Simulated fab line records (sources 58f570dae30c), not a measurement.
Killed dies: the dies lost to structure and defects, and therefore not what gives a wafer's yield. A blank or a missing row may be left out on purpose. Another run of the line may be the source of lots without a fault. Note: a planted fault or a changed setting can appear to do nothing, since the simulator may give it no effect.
Matching of chambers ; flow berkeley-cmos170 ; UCB170_ZERO_ETCH_06 on rie-diel-04 has 4 sister chambers
The step etches SiO2 in CHF3/CF4/Ar, time 12 s. 8 wafers are shown with their chamber, then 9 later ones without.

== WAFERS WITH THEIR CHAMBER ==
wafer;chamber;drypump-motor-current-A (A);throttle-valve-pct (%)
L862.2;1;6.1;9.51
L868.5;2;5.1;9.27
L871.3;0;5.7;9.19
L871.5;2;5.0;9.26
L871.6;3;5.8;9.16
L872.1;1;6.1;9.49
L872.2;0;5.7;9.19
L872.3;3;5.8;9.16

== WAFERS MISSING THEIR CHAMBER ==
wafer;drypump-motor-current-A (A);throttle-valve-pct (%)
L877.1;6.1;9.51
L877.2;5.8;9.15
L877.6;5.1;9.26
L878.1;5.7;9.19
L878.3;5.1;9.24
L878.4;5.8;9.15
L881.3;5.7;9.19
L881.5;6.1;9.47
L881.6;5.7;9.18

== THE CHAMBER EACH PASSED THROUGH ==
wafer;from the rows above;in truth
L877.1;1;1
L877.2;3;3
L877.6;2;2
L878.1;0;0
L878.3;2;2
L878.4;3;3
L881.3;0;0
L881.5;1;1
L881.6;0;0
9 of 9 placed correctly. Left unplaced by these rows: 0. Wrongly placed: 0.
How it was worked out, from the rows above alone: a wafer's distance from a chamber is the root of the sum, over the readings, of the square of ((its reading less the chamber's mean) divided by the reading's scatter). If the next closest chamber is less than 2 further off than the closest, the wafer can't be placed; otherwise it belongs to the closest. A chamber's mean is the mean of its shown wafers. How the scatter is found: for the shown wafers, subtract from each reading the mean of its chamber, square and add these, divide the total by (wafers less chambers), then take the root.
